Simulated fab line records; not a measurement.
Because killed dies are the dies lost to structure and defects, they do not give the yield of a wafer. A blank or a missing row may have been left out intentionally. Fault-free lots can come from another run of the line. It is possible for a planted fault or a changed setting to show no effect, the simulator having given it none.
Split-lot trial	flow berkeley_cmos170	23 wafers read from 5 lots, route of 331 steps

SPLIT DETAILS
At UCB170_NWELL_COAT_07 (resist thk 900 nm), the setting spin_rpm was moved away from the recipe's 1500 rpm on 9 of the 23 wafers read, by -6.1% to +5.3%. For the rest of the wafers, this setting stayed at what the recipe calls for.

FROM THE SPLIT TO THE READING: what the file shows between them, 3 steps
- UCB170_NWELL_SOFTBAKE_08: time 60 s
- UCB170_NWELL_EXPOSE_09: exposes mask NWELL, target cd 3000 nm
- UCB170_NWELL_DEVELOP_11: develop time 45 s

THE READING
KrF_of_NWELL_COAT_07.thk_nm (the simulator's own value, which no gauge read), in nm, at UCB170_NWELL_ETCH_13 (etches Si3N4 in CH3F/Ar/O2, stops on SiO2, target depth 246.4 nm, time 154 s). There is no usual value for it anywhere in the file. The 14 wafers here that ran the recipe average 720.1 nm, standard deviation 3.5 nm.

wafer	tool, chamber at the split	spin_rpm as run, rpm	against the recipe	KrF_of_NWELL_COAT_07.thk_nm, nm	against lot-mates on the recipe
L074.1	litho_track-03, 0	1500	recipe	717	-
L074.2	litho_track-03, 0	1500	recipe	712.8	-
L074.4	litho_track-03, 0	1536	+2.4%	703.4	-11.4
L074.5	litho_track-03, 0	1500	recipe	714.5	-
L074.6	litho_track-03, 0	1536	+2.4%	702.1	-12.7
L075.1	litho_track-02, 0	1500	recipe	721.9	-
L075.2	litho_track-02, 0	1500	recipe	719.2	-
L075.3	litho_track-02, 0	1409	-6.1%	744.8	+24.2
L075.6	litho_track-02, 0	1409	-6.1%	744.8	+24.2
L075.4	litho_track-02, 0	1409	-6.1%	752	+31.5
L079.1	litho_track-01, 0	1500	recipe	718.2	-
L079.2	litho_track-01, 0	1500	recipe	724.6	-
L079.3	litho_track-01, 0	1500	recipe	723.2	-
L079.5	litho_track-01, 0	1551	+3.4%	704.6	-17.4
L079.6	litho_track-01, 0	1551	+3.4%	711.2	-10.8
L081.1	litho_track-01, 0	1580	+5.3%	692.9	-28.0
L081.2	litho_track-01, 0	1500	recipe	720.6	-
L081.4	litho_track-01, 0	1500	recipe	722.1	-
L081.5	litho_track-01, 0	1500	recipe	719.9	-
L081.6	litho_track-01, 0	1580	+5.3%	698.1	-22.8
L085.1	litho_track-03, 0	1500	recipe	725.8	-
L085.3	litho_track-03, 0	1500	recipe	719.6	-
L085.6	litho_track-03, 0	1500	recipe	721.6	-

FIT RESULTS
A straight line over all 23 wafers: KrF_of_NWELL_COAT_07.thk_nm changes by -4.56 nm for each +1% of spin_rpm; r = -0.96; the points scatter about the line by 4 nm.
The same after taking each lot's own level away (the mean of its wafers on the recipe; 23 wafers): -4.5 nm for each +1%; r = -0.98; scatter 2.6 nm.
Per that fit: largest spin_rpm move, reading shift of 27 nm.
Across the lots, their own levels run from 714.77 to 722.33 nm, a range of 2.2 times the standard deviation given above.
Consequently the slope shifts little with the lot-to-lot level, the two slopes agreeing.
Check: for one of the wafers moved furthest among these (-6.1%), held out of the fit, the line's prediction against its lot-mates is +28 nm. It came out at +24.2 nm against them.

THE WHOLE CHAIN: every reading that the file lists as answering this split, in the file's order
step	what it does	reading	change (the file's fit)	r (the file's)
UCB170_NWELL_COAT_07	resist thk 900 nm	KrF_of_NWELL_COAT_07.thk_nm (the simulator's own value, which no gauge read)	-4.38 nm for each +1% of the setting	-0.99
UCB170_NWELL_ETCH_13	etches Si3N4 in CH3F/Ar/O2, stops on SiO2, target depth 246.4 nm, time 154 s	KrF_of_NWELL_COAT_07.thk_nm (the simulator's own value, which no gauge read)	-4.53 nm for each +1% of the setting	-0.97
UCB170_NWELL_STRIP_15	strips in O2	strip_time_to_endpoint_s	withheld for each +1% of the setting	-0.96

THE FILE'S OWN FIT
KrF_of_NWELL_COAT_07.thk_nm changes by -4.53 nm for each +1% of spin_rpm, r = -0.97.
